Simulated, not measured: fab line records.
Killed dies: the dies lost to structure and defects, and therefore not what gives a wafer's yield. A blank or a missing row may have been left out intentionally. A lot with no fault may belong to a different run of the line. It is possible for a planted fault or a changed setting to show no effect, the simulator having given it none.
The tool behind it: which one? || flow berkeleyCmos170 || 11 lots, 33 wafers sampled, at 5 steps of a route of 331

== WHAT THE GAUGES SHOWED, per wafer ==
UCB170_NWELL_THK_MEAS_05.
{"lot": "L157", "measured": "day 2 09:10", "on": "filmMetro-03", "NWELL_NITRIDE_THK (nm)": "226.7 226.0 226.6"}
{"lot": "L158", "measured": "day 2 18:46", "on": "filmMetro-01", "NWELL_NITRIDE_THK (nm)": "225.6 225.2 224.0"}
{"lot": "L160", "measured": "day 2 18:45", "on": "filmMetro-02", "NWELL_NITRIDE_THK (nm)": "224.9 225.3 228.3"}
{"lot": "L159", "measured": "day 2 22:37", "on": "filmMetro-02", "NWELL_NITRIDE_THK (nm)": "226.2 223.5 224.1"}
{"lot": "L161", "measured": "day 3 10:55", "on": "filmMetro-02", "NWELL_NITRIDE_THK (nm)": "223.0 223.6 223.1"}
{"lot": "L162", "measured": "day 3 10:55", "on": "filmMetro-03", "NWELL_NITRIDE_THK (nm)": "221.2 223.8 221.1"}
{"lot": "L163", "measured": "day 3 16:53", "on": "filmMetro-02", "NWELL_NITRIDE_THK (nm)": "226.5 224.4 225.4"}
{"lot": "L166", "measured": "day 4 09:50", "on": "filmMetro-03", "NWELL_NITRIDE_THK (nm)": "234.8 235.9 238.1"}
{"lot": "L167", "measured": "day 4 09:49", "on": "filmMetro-01", "NWELL_NITRIDE_THK (nm)": "236.8 234.6 233.3"}
{"lot": "L177", "measured": "day 6 14:59", "on": "filmMetro-03", "NWELL_NITRIDE_THK (nm)": "226.2 226.7 224.9"}
{"lot": "L180", "measured": "day 7 00:38", "on": "filmMetro-03", "NWELL_NITRIDE_THK (nm)": "222.5 224.0 222.5"}

UCB170_PWELL_TW_MEAS_17.
{"lot": "L157", "measured": "day 3 05:21", "on": "filmMetro-01", "PWELL_TW": "381.4 381.4 381.4"}
{"lot": "L158", "measured": "day 3 16:48", "on": "filmMetro-03", "PWELL_TW": "382.3 383.1 381.8"}
{"lot": "L160", "measured": "day 3 16:41", "on": "filmMetro-03", "PWELL_TW": "381.4 384.0 381.3"}
{"lot": "L159", "measured": "day 3 16:59", "on": "filmMetro-04", "PWELL_TW": "379.6 382.6 381.5"}
{"lot": "L161", "measured": "day 4 14:13", "on": "filmMetro-03", "PWELL_TW": "379.8 380.6 379.6"}
{"lot": "L162", "measured": "day 4 14:32", "on": "filmMetro-03", "PWELL_TW": "382.3 383.0 381.0"}
{"lot": "L163", "measured": "day 4 14:31", "on": "filmMetro-04", "PWELL_TW": "381.9 381.9 382.3"}
{"lot": "L166", "measured": "day 5 05:33", "on": "filmMetro-03", "PWELL_TW": "380.6 381.4 379.6"}
{"lot": "L167", "measured": "day 5 05:16", "on": "filmMetro-03", "PWELL_TW": "380.9 380.4 378.7"}
{"lot": "L177", "measured": "day 7 11:43", "on": "filmMetro-03", "PWELL_TW": "381.9 382.9 381.4"}
{"lot": "L180", "measured": "day 7 18:34", "on": "filmMetro-04", "PWELL_TW": "383.2 381.8 379.5"}

UCB170_NVT_OVL_MEAS_06.
{"lot": "L157", "measured": "day 6 01:05", "on": "overlay-02", "NVT_OVL (nm)": "0 10 6"}
{"lot": "L158", "measured": "day 6 09:44", "on": "overlay-01", "NVT_OVL (nm)": "-5 -5 -9"}
{"lot": "L160", "measured": "day 6 09:34", "on": "overlay-01", "NVT_OVL (nm)": "-6 2 0"}
{"lot": "L159", "measured": "day 6 09:31", "on": "overlay-02", "NVT_OVL (nm)": "1 3 10"}
{"lot": "L161", "measured": "day 7 08:58", "on": "overlay-02", "NVT_OVL (nm)": "-2 1 -4"}
{"lot": "L162", "measured": "day 7 09:15", "on": "overlay-02", "NVT_OVL (nm)": "-3 -2 -7"}
{"lot": "L163", "measured": "day 7 09:15", "on": "overlay-01", "NVT_OVL (nm)": "-4 2 -10"}
{"lot": "L166", "measured": "day 7 17:49", "on": "overlay-01", "NVT_OVL (nm)": "5 1 -5"}
{"lot": "L167", "measured": "day 7 18:04", "on": "overlay-01", "NVT_OVL (nm)": "2 5 11"}
{"lot": "L177", "measured": "day 10 04:24", "on": "overlay-02", "NVT_OVL (nm)": "5 4 1"}
{"lot": "L180", "measured": "day 10 13:11", "on": "overlay-02", "NVT_OVL (nm)": "-1 2 0"}

== EACH LOT AND THE TOOL THAT RAN IT (in order: tool; ch and the chambers of the sampled wafers; start) ==
{"lot": "L157", "UCB170_NWELL_CVD_04": "lpcvd-01 ch 1, day 2 07:14", "UCB170_PWELL_ETCH_14": "rieDiel-01 ch 0,3, day 3 05:00"}
{"lot": "L158", "UCB170_NWELL_CVD_04": "lpcvd-01 ch 0, day 2 16:49", "UCB170_PWELL_ETCH_14": "rieDiel-04 ch 1,3, day 3 16:26"}
{"lot": "L160", "UCB170_NWELL_CVD_04": "lpcvd-01 ch 1, day 2 16:49", "UCB170_PWELL_ETCH_14": "rieDiel-03 ch 2,3, day 3 16:20"}
{"lot": "L159", "UCB170_NWELL_CVD_04": "lpcvd-01 ch 1, day 2 20:40", "UCB170_PWELL_ETCH_14": "rieDiel-04 ch 0,1,3, day 3 16:37"}
{"lot": "L161", "UCB170_NWELL_CVD_04": "lpcvd-02 ch 0, day 3 08:58", "UCB170_PWELL_ETCH_14": "rieDiel-04 ch 0,2,3, day 4 13:52"}
{"lot": "L162", "UCB170_NWELL_CVD_04": "lpcvd-02 ch 1, day 3 08:58", "UCB170_PWELL_ETCH_14": "rieDiel-01 ch 0,1, day 4 14:11"}
{"lot": "L163", "UCB170_NWELL_CVD_04": "lpcvd-02 ch 1, day 3 14:56", "UCB170_PWELL_ETCH_14": "rieDiel-04 ch 0,2,3, day 4 14:09"}
{"lot": "L166", "UCB170_NWELL_CVD_04": "lpcvd-02 ch 1, day 4 07:53", "UCB170_PWELL_ETCH_14": "rieDiel-03 ch 0,1, day 5 05:11"}
{"lot": "L167", "UCB170_NWELL_CVD_04": "lpcvd-02 ch 0, day 4 07:53", "UCB170_PWELL_ETCH_14": "rieDiel-04 ch 2,3, day 5 04:55"}
{"lot": "L177", "UCB170_NWELL_CVD_04": "lpcvd-01 ch 1, day 6 13:02", "UCB170_PWELL_ETCH_14": "rieDiel-04 ch 1,2, day 7 11:20"}
{"lot": "L180", "UCB170_NWELL_CVD_04": "lpcvd-01 ch 1, day 6 22:43", "UCB170_PWELL_ETCH_14": "rieDiel-01 ch 0,1,2, day 7 18:13"}
- UCB170_NWELL_CVD_04: deposits Si3N4 from SiH2Cl2/NH3, target thk 224 nm, time 3360 s.
- UCB170_PWELL_ETCH_14: etches Si3N4 in CH3F/Ar/O2, stops on SiO2, target depth 242 nm, time 151 s.

== WHAT THE TOOLS THEMSELVES READ (means of the sampled wafers that have a number; where no wafer has one, the mark that the record gives instead) ==
UCB170_NWELL_CVD_04.
{"lot": "L157", "tool": "lpcvd-01", "sih2cl2FlowSccm (sccm)": 24.98, "spikeTcSourceC (C)": 820.0, "zonePowerLoadPct (%)": 16.3}
{"lot": "L158", "tool": "lpcvd-01", "sih2cl2FlowSccm (sccm)": 25.10, "spikeTcSourceC (C)": 818.8, "zonePowerLoadPct (%)": 20.2}
{"lot": "L160", "tool": "lpcvd-01", "sih2cl2FlowSccm (sccm)": 24.91, "spikeTcSourceC (C)": 819.9, "zonePowerLoadPct (%)": 16.2}
{"lot": "L159", "tool": "lpcvd-01", "sih2cl2FlowSccm (sccm)": 24.98, "spikeTcSourceC (C)": 820.3, "zonePowerLoadPct (%)": 16.3}
{"lot": "L161", "tool": "lpcvd-02", "sih2cl2FlowSccm (sccm)": 25.06, "spikeTcSourceC (C)": 820.5, "zonePowerLoadPct (%)": 22.3}
{"lot": "L162", "tool": "lpcvd-02", "sih2cl2FlowSccm (sccm)": 25.01, "spikeTcSourceC (C)": 819.3, "zonePowerLoadPct (%)": 22.2}
{"lot": "L163", "tool": "lpcvd-02", "sih2cl2FlowSccm (sccm)": 24.99, "spikeTcSourceC (C)": 819.3, "zonePowerLoadPct (%)": 22.4}
{"lot": "L166", "tool": "lpcvd-02", "sih2cl2FlowSccm (sccm)": 30.01, "spikeTcSourceC (C)": 818.8, "zonePowerLoadPct (%)": 22.4}
{"lot": "L167", "tool": "lpcvd-02", "sih2cl2FlowSccm (sccm)": 30.06, "spikeTcSourceC (C)": 821.3, "zonePowerLoadPct (%)": 22.5}
{"lot": "L177", "tool": "lpcvd-01", "sih2cl2FlowSccm (sccm)": 24.97, "spikeTcSourceC (C)": 819.8, "zonePowerLoadPct (%)": 16.2}
{"lot": "L180", "tool": "lpcvd-01", "sih2cl2FlowSccm (sccm)": 24.94, "spikeTcSourceC (C)": 821.1, "zonePowerLoadPct (%)": 16.3}

UCB170_PWELL_ETCH_14.
{"lot": "L157", "tool": "rieDiel-01", "drypumpMotorCurrentA (A)": 6.3, "oesProductAu (a.u.)": 0.923, "throttleValvePct (%)": 8.12}
{"lot": "L158", "tool": "rieDiel-04", "drypumpMotorCurrentA (A)": 6.0, "oesProductAu (a.u.)": 0.935, "throttleValvePct (%)": 8.13}
{"lot": "L160", "tool": "rieDiel-03", "drypumpMotorCurrentA (A)": 5.9, "oesProductAu (a.u.)": 0.954, "throttleValvePct (%)": 7.94}
{"lot": "L159", "tool": "rieDiel-04", "drypumpMotorCurrentA (A)": 5.6, "oesProductAu (a.u.)": 0.942, "throttleValvePct (%)": 8.13}
{"lot": "L161", "tool": "rieDiel-04", "drypumpMotorCurrentA (A)": 5.2, "oesProductAu (a.u.)": 0.943, "throttleValvePct (%)": 8.17}
{"lot": "L162", "tool": "rieDiel-01", "drypumpMotorCurrentA (A)": 5.7, "oesProductAu (a.u.)": 0.940, "throttleValvePct (%)": 7.97}
{"lot": "L163", "tool": "rieDiel-04", "drypumpMotorCurrentA (A)": 5.2, "oesProductAu (a.u.)": 0.937, "throttleValvePct (%)": 8.17}
{"lot": "L166", "tool": "rieDiel-03", "drypumpMotorCurrentA (A)": 5.6, "oesProductAu (a.u.)": 0.937, "throttleValvePct (%)": 7.96}
{"lot": "L167", "tool": "rieDiel-04", "drypumpMotorCurrentA (A)": 5.1, "oesProductAu (a.u.)": 0.943, "throttleValvePct (%)": 8.18}
{"lot": "L177", "tool": "rieDiel-04", "drypumpMotorCurrentA (A)": 5.9, "oesProductAu (a.u.)": 0.944, "throttleValvePct (%)": 8.06}
{"lot": "L180", "tool": "rieDiel-01", "drypumpMotorCurrentA (A)": 6.0, "oesProductAu (a.u.)": 0.929, "throttleValvePct (%)": 7.99}

== THE ANSWER, worked out from the rows above alone ==
Rule: the lots themselves supply what counts as usual. The widest of any qualifying gaps counts: lots, ordered by their means at a reading, are off when they make up no more than a third of the lots, leave a main group of 4 or more, and stand apart from it by 3 or more times the standard deviation of that group's means. Not used: any main group whose means are identical at the precision the tables above print for the reading. A lot without any number at a reading at which 4 lots or more have one is off too. All remaining lots with rows at the step are treated as sound. The gauges are gone through in route order, then the tools' own readings, and for those a lot's mean is taken as printed above. The first step at which some lot is off is used, and at that step the reading that is off furthest; a lot without a number counts as furthest.
Off: L166, L167, at UCB170_NWELL_THK_MEAS_05 (NWELL_NITRIDE_THK). Mean 224.6 nm and standard deviation 1.5 in the main group.
A tool fits if, at a process step before that reading, it ran every lot that is off, and no sound lot after the first of them. The gauges at UCB170_NWELL_THK_MEAS_05 aren't tried: what is off there is off at UCB170_NWELL_CVD_04 too, on other tools, and a gauge's error can't cause that. One fits: UCB170_NWELL_CVD_04 on lpcvd-02. A fault onset in the window from L163 (day 3 14:56, its last sound lot) to L166 (day 4 07:53, its first lot off) fits.
The tool's own readings at UCB170_NWELL_CVD_04 bear it out: on the lots that are off they differ by more than 5 times the standard deviation of the sound lots' means. sih2cl2FlowSccm reads 30.04 sccm there against 24.99 sccm on the sound lots.

== WHAT THE SIMULATOR HAD PUT IN ==
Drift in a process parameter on lpcvd-02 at UCB170_NWELL_CVD_04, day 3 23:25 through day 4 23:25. Setting sih2cl2FlowSccm shifted by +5 from 25. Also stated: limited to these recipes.
Struck lots among those shown: L167, L166. The rule given above showed the same thing.
